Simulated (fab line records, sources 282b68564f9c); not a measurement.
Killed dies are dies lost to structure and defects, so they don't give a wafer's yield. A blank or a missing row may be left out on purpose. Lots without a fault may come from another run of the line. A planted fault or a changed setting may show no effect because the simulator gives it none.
Split-lot experiment | flow rit_cmos | 5 lots, 23 wafers read, on a route of 202 steps

THE SPLIT
At RIT_ACTIVE_DEVELOP_10 (develop time 50 s), the setting develop_time_s was moved away from the recipe's 50 s on 7 of the 23 wafers read, by -8.9% to +4.5%. The other wafers ran this setting at the recipe's value.

FROM THE SPLIT TO THE READING: what the file shows between them, 4 steps
- RIT_ACTIVE_CD_MEAS_11: target cd 1400 nm
- RIT_ACTIVE_HARDBAKE_12: time 60 s
- RIT_ACTIVE_ETCH_13: etches Si3N4 in SF6, stops on SiO2, time 210 s, target depth 210 nm
- RIT_ACTIVE_STRIP_14: strips in O2, time 180 s

THE READING
cd_nm, in nm, at RIT_ACTIVE_CD_MEAS_90 (target cd 1400 nm). Fault-free wafers of this fab line usually give 1398.7 nm, standard deviation 2.5 nm.

wafer  | tool, chamber at the split | develop_time_s as run, s | against the recipe | cd_nm, nm | against lot-mates on the recipe
L075.1 | litho_track-03, 0          | 52.23                    | +4.5%              | 1394.8    | -6.0
L075.2 | litho_track-03, 0          | 50                       | recipe             | 1400.0    | -
L075.3 | litho_track-03, 0          | 50                       | recipe             | 1401.5    | -
L075.4 | litho_track-03, 0          | 52.23                    | +4.5%              | 1398.0    | -2.8
L075.6 | litho_track-03, 0          | 52.23                    | +4.5%              | 1395.8    | -5.0
L076.1 | litho_track-04, 0          | 45.55                    | -8.9%              | 1406.5    | +8.4
L076.2 | litho_track-04, 0          | 45.55                    | -8.9%              | 1405.5    | +7.4
L076.4 | litho_track-04, 0          | 50                       | recipe             | 1397.9    | -
L076.5 | litho_track-04, 0          | 50                       | recipe             | 1398.1    | -
L076.6 | litho_track-04, 0          | 50                       | recipe             | 1398.3    | -
L083.1 | litho_track-04, 0          | 50                       | recipe             | 1398.1    | -
L083.4 | litho_track-04, 0          | 50                       | recipe             | 1396.1    | -
L083.6 | litho_track-04, 0          | 50                       | recipe             | 1398.5    | -
L084.1 | litho_track-03, 0          | 50                       | recipe             | 1395.1    | -
L084.2 | litho_track-03, 0          | 50                       | recipe             | 1396.9    | -
L084.4 | litho_track-03, 0          | 50                       | recipe             | 1395.5    | -
L084.5 | litho_track-03, 0          | 50                       | recipe             | 1394.1    | -
L084.6 | litho_track-03, 0          | 50                       | recipe             | 1395.8    | -
L085.1 | litho_track-04, 0          | 50                       | recipe             | 1395.4    | -
L085.2 | litho_track-04, 0          | 46.55                    | -6.9%              | 1402.8    | +8.0
L085.3 | litho_track-04, 0          | 46.55                    | -6.9%              | 1400.6    | +5.8
L085.4 | litho_track-04, 0          | 50                       | recipe             | 1395.2    | -
L085.6 | litho_track-04, 0          | 50                       | recipe             | 1393.8    | -

THE FIT
A straight line over all 23 wafers: cd_nm changes by -0.727 nm for each +1% of develop_time_s; r = -0.78; the points scatter about the line by 2.2 nm.
The same after taking each lot's own level away (the mean of its wafers on the recipe; 23 wafers): -0.95 nm for each +1%; r = -0.97; scatter 0.96 nm.
On that fit, the largest move of develop_time_s shifts the reading by 8.5 nm.
The lots' own levels span 1394.80 to 1400.75 nm, that is 2.4 times the standard deviation above.
So the lot-to-lot level blurs the effect unless lot-mates are compared.
Check: with one of the wafers moved furthest among these (-8.9%) left out of the fit, the line predicts +8.4 nm for it against its lot-mates. It came out at +8.4 nm against them.

OTHER SPLITS ON THESE WAFERS
These wafers also went through other splits before the reading. Each is held against what the fit with the lots' levels taken away leaves over:
other split on the same wafers    | wafers away from the commonest value | r with cd_nm (lot level and that fit taken away)
RIT_ACTIVE_OXIDATION_01 ox_time_s | 18                                   | +0.13
RIT_ACTIVE_SOFTBAKE_07 temp_c     | 10                                   | +0.11

THE WHOLE CHAIN: every reading that the file lists as answering this split, in the file's order
step                  | what it does                                                        | reading                                                       | change (the file's fit)               | r (the file's)
RIT_ACTIVE_CD_MEAS_11 | target cd 1400 nm                                                   | cd_nm                                                         | -0.978 nm for each +1% of the setting | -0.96
RIT_ACTIVE_ETCH_13    | etches Si3N4 in SF6, stops on SiO2, time 210 s, target depth 210 nm | ACTIVE.cd_nm (the simulator's own value, which no gauge read) | -0.943 nm for each +1% of the setting | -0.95
RIT_ACTIVE_CD_MEAS_90 | target cd 1400 nm                                                   | cd_nm                                                         | -0.942 nm for each +1% of the setting | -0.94

THE FILE'S OWN FIT
cd_nm changes by -0.942 nm for each +1% of develop_time_s, r = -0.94.
